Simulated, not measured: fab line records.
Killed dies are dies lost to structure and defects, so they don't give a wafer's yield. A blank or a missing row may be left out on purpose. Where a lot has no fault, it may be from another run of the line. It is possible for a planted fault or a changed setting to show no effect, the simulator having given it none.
Which tool is to blame? || flow rit_cmos || Sampling: 7 lots, 21 wafers, 2 of 202 route steps

## WHAT EACH GAUGE READ, for each wafer
RIT_PSD_TW_MEAS_10.
{"lot": "L828", "measured": "day 3 15:52", "on": "film_metro-04", "PSD_TW": "3405 3404 3419"}
{"lot": "L830", "measured": "day 4 01:15", "on": "film_metro-04", "PSD_TW": "3414 3406 3422"}
{"lot": "L832", "measured": "day 4 13:02", "on": "film_metro-01", "PSD_TW": "3433 3448 3455"}
{"lot": "L838", "measured": "day 5 14:08", "on": "film_metro-01", "PSD_TW": "3449 3430 3451"}
{"lot": "L842", "measured": "day 6 12:01", "on": "film_metro-04", "PSD_TW": "3407 3432 3407"}
{"lot": "L847", "measured": "day 8 03:38", "on": "film_metro-01", "PSD_TW": "3415 3441 3430"}
{"lot": "L850", "measured": "day 8 11:17", "on": "film_metro-01", "PSD_TW": "3439 3429 3429"}

## EACH LOT AND THE TOOL THAT RAN IT (in order: tool; ch and the chambers of the sampled wafers; start)
{"lot": "L828", "RIT_GATE_STRIP_20": "plasma_asher-04 ch 0,1, day 3 03:43"}
{"lot": "L830", "RIT_GATE_STRIP_20": "plasma_asher-02 ch 0,1, day 3 11:54"}
{"lot": "L832", "RIT_GATE_STRIP_20": "plasma_asher-03 ch 0,1, day 3 23:44"}
{"lot": "L838", "RIT_GATE_STRIP_20": "plasma_asher-02 ch 0,1, day 5 00:34"}
{"lot": "L842", "RIT_GATE_STRIP_20": "plasma_asher-02 ch 1, day 6 00:13"}
{"lot": "L847", "RIT_GATE_STRIP_20": "plasma_asher-03 ch 0,1, day 7 05:59"}
{"lot": "L850", "RIT_GATE_STRIP_20": "plasma_asher-02 ch 0,1, day 7 22:56"}
- RIT_GATE_STRIP_20: strips in O2, time 180 s.

## THE ANSWER, worked out from the rows above alone
Rule: usual is defined by the lots themselves. The widest of any qualifying gaps counts: lots, ordered by their means at a reading, are off when they make up no more than a third of the lots, leave a main group of 4 or more, and stand apart from it by 3 or more times the standard deviation of that group's means. A main group whose means are all the same, to the digits that the tables above print for the reading, isn't used. Also off: a lot with no number at a reading for which 4 or more lots have one. The other lots that the step has rows for count as sound.
No lot is off on any of the readings shown, so nothing can be concluded from this.

## WHAT THE SIMULATOR HAD PUT IN
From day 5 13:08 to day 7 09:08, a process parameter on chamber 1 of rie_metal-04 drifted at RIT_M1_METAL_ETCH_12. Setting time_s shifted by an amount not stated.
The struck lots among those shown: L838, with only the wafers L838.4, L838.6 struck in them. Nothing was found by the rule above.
